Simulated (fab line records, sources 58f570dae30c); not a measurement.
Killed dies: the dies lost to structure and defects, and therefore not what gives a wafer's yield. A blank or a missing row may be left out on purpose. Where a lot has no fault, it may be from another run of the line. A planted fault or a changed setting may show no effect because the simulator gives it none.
Which tool did it? | flow berkeley cmos170 | 14 lots, 42 wafers sampled, at 4 steps of a route of 331

## WHAT THE GAUGES SHOWED, per wafer
UCB170_ACTIVE_THK_MEAS_06.
lot  | measured    | on            | ACTIVE_NITRIDE_THK (nm)
L350 | day 5 05:40 | film metro-04 | 220.3 220.6 220.3
L349 | day 5 05:39 | film metro-02 | 223.4 223.8 224.4
L351 | day 5 09:41 | film metro-02 | 220.9 219.3 220.0
L354 | day 5 17:56 | film metro-02 | 220.5 220.4 221.1
L353 | day 5 17:56 | film metro-01 | 222.5 224.6 224.6
L356 | day 6 05:08 | film metro-01 | 221.7 219.8 221.0
L355 | day 6 05:08 | film metro-04 | 221.2 220.6 221.5
L358 | day 6 10:10 | film metro-02 | 223.7 223.9 224.5
L361 | day 6 19:55 | film metro-02 | 224.3 222.8 221.3
L360 | day 7 02:25 | film metro-01 | 220.2 219.5 219.3
L365 | day 7 02:25 | film metro-02 | 220.4 218.2 221.2
L366 | day 7 02:24 | film metro-04 | 220.8 219.0 219.7
L367 | day 7 15:35 | film metro-01 | 222.7 223.0 222.6
L371 | day 8 22:19 | film metro-01 | 221.1 221.3 221.6

UCB170_SPACER_THK_MEAS_01.
lot  | measured     | on            | SPACER_TEOS_THK (nm)
L350 | day 7 08:05  | film metro-02 | 365 373 380
L349 | day 7 09:28  | film metro-03 | 376 372 379
L351 | day 7 07:17  | film metro-02 | 383 385 385
L354 | day 7 18:14  | film metro-03 | 366 377 376
L353 | day 7 18:17  | film metro-02 | 371 377 380
L356 | day 8 15:50  | film metro-02 | 375 376 374
L355 | day 8 16:02  | film metro-01 | 381 374 388
L358 | day 8 15:42  | film metro-02 | 372 378 372
L361 | day 9 15:46  | film metro-02 | 375 381 379
L360 | day 9 22:53  | film metro-03 | 377 376 383
L365 | day 9 23:04  | film metro-03 | 377 381 382
L366 | day 9 23:14  | film metro-02 | 370 376 384
L367 | day 10 04:23 | film metro-02 | 372 375 377
L371 | day 11 06:46 | film metro-03 | 377 374 382

## WHAT TOOL EACH LOT RAN ON (gives the tool, then ch and the chambers of the sampled wafers, and finally the start)
lot  | UCB170_ZERO_ETCH_06               | UCB170_PFIELD_STRIP_08
L350 | rie diel-04 ch 0,1, day 1 23:26   | plasma asher-04 ch 0,1, day 5 09:58
L349 | rie diel-02 ch 1,2, day 1 23:40   | plasma asher-03 ch 0,1, day 5 09:49
L351 | rie diel-02 ch 1,2, day 2 14:16   | plasma asher-04 ch 0,1, day 5 13:15
L354 | rie diel-04 ch 0,2,3, day 3 01:52 | plasma asher-01 ch 0,1, day 5 21:03
L353 | rie diel-01 ch 0,1,2, day 3 02:08 | plasma asher-01 ch 0, day 5 21:20
L356 | rie diel-04 ch 0,1,2, day 3 09:08 | plasma asher-03 ch 0,1, day 6 11:11
L355 | rie diel-02 ch 0,2, day 3 09:25   | plasma asher-01 ch 0,1, day 6 11:16
L358 | rie diel-02 ch 2,3, day 3 22:55   | plasma asher-03 ch 0,1, day 6 15:01
L361 | rie diel-02 ch 2,3, day 4 08:20   | plasma asher-03 ch 0,1, day 7 01:58
L360 | rie diel-04 ch 0,3, day 4 08:36   | plasma asher-03 ch 0,1, day 7 07:34
L365 | rie diel-04 ch 1,2,3, day 5 04:00 | plasma asher-04 ch 0,1, day 7 07:36
L366 | rie diel-04 ch 2,3, day 5 06:34   | plasma asher-03 ch 0,1, day 7 07:43
L367 | rie diel-04 ch 0,2,3, day 5 10:28 | plasma asher-03 ch 0,1, day 7 22:32
L371 | rie diel-01 ch 1,2, day 6 09:01   | plasma asher-04 ch 0,1, day 9 03:35
- UCB170_ZERO_ETCH_06: etches SiO2 in CHF3/CF4/Ar, time 12 s.
- UCB170_PFIELD_STRIP_08: strips in O2.

## WHAT THE TOOLS THEMSELVES READ (means of the sampled wafers that have a number; where no wafer has one, the mark that the record gives instead)
UCB170_ZERO_ETCH_06.
lot  | tool        | drypump motor current A (A) | oes product au (a.u.) | throttle valve pct (%)
L350 | rie diel-04 | 6.1                         | 0.619                 | 9.48
L349 | rie diel-02 | 5.9                         | 0.621                 | 9.39
L351 | rie diel-02 | 5.7                         | 0.616                 | 9.45
L354 | rie diel-04 | 5.6                         | 0.619                 | 9.36
L353 | rie diel-01 | 5.6                         | 0.620                 | 9.12
L356 | rie diel-04 | 5.8                         | 0.616                 | 9.37
L355 | rie diel-02 | 6.1                         | 0.619                 | 9.36
L358 | rie diel-02 | 5.7                         | 0.576                 | 9.13
L361 | rie diel-02 | 5.9                         | 0.594                 | 9.24
L360 | rie diel-04 | 5.7                         | 0.618                 | 9.40
L365 | rie diel-04 | 5.9                         | 0.610                 | 9.42
L366 | rie diel-04 | 5.5                         | 0.613                 | 9.33
L367 | rie diel-04 | 5.6                         | 0.613                 | 9.36
L371 | rie diel-01 | 5.7                         | 0.625                 | 9.11

UCB170_PFIELD_STRIP_08.
lot  | tool            | drypump motor current A (A) | o2 flow sccm (sccm) | oes product au (a.u.) | strip time to endpoint s (s)
L350 | plasma asher-04 | 6.4                         | 398.9               | 0.735                 | 21.71
L349 | plasma asher-03 | 5.9                         | 400.3               | 0.734                 | 21.64
L351 | plasma asher-04 | 6.5                         | 399.3               | 0.736                 | 21.66
L354 | plasma asher-01 | 6.2                         | 399.9               | 0.738                 | 21.66
L353 | plasma asher-01 | 5.5                         | 399.2               | 0.738                 | 21.61
L356 | plasma asher-03 | 5.9                         | 399.9               | 0.732                 | 21.56
L355 | plasma asher-01 | 5.9                         | 400.8               | 0.729                 | 21.62
L358 | plasma asher-03 | 6.0                         | 400.6               | 0.732                 | 21.59
L361 | plasma asher-03 | 5.9                         | 399.8               | 0.732                 | 21.65
L360 | plasma asher-03 | 5.9                         | 398.7               | 0.734                 | 21.58
L365 | plasma asher-04 | 6.5                         | 400.4               | 0.731                 | 21.50
L366 | plasma asher-03 | 6.0                         | 399.5               | 0.735                 | 21.59
L367 | plasma asher-03 | 6.0                         | 399.4               | 0.734                 | 21.62
L371 | plasma asher-04 | 6.4                         | 399.8               | 0.735                 | 21.79

## THE ANSWER, worked out from the rows above alone
Rule: the lots themselves supply what counts as usual. The widest of any qualifying gaps counts: lots, ordered by their means at a reading, are off when they make up no more than a third of the lots, leave a main group of 4 or more, and stand apart from it by 3 or more times the standard deviation of that group's means. Not used: any main group whose means are identical at the precision the tables above print for the reading. A lot without any number at a reading at which 4 lots or more have one is off too. All remaining lots with rows at the step are treated as sound. Order of review: gauges by route order, followed by the tools' own readings, for which a lot's mean as printed above is used. At the first step where some lot is off, the reading lying furthest off is the one used; lots without a number count as furthest.
Off at UCB170_ZERO_ETCH_06 (oes product au): L358, L361. The main group has a mean of 0.617 a.u. with a standard deviation of 0.0039.
If a tool, at that step or one of the process steps before it, ran each lot that is off and ran no sound lot following the first of them, it fits. One fits: UCB170_ZERO_ETCH_06 on rie diel-02. Its last sound lot is L355 (day 3 09:25), its first lot that is off L358 (day 3 22:55): a fault that began between those two fits.
The tool's own readings at UCB170_ZERO_ETCH_06 bear it out: on the lots that are off they differ by more than 5 times the standard deviation of the sound lots' means. oes product au reads 0.585 a.u. there against 0.617 a.u. on the sound lots.

## WHAT THE SIMULATOR HAD INSERTED
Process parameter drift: rie diel-02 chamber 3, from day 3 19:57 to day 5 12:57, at UCB170_ZERO_ETCH_06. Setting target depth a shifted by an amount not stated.
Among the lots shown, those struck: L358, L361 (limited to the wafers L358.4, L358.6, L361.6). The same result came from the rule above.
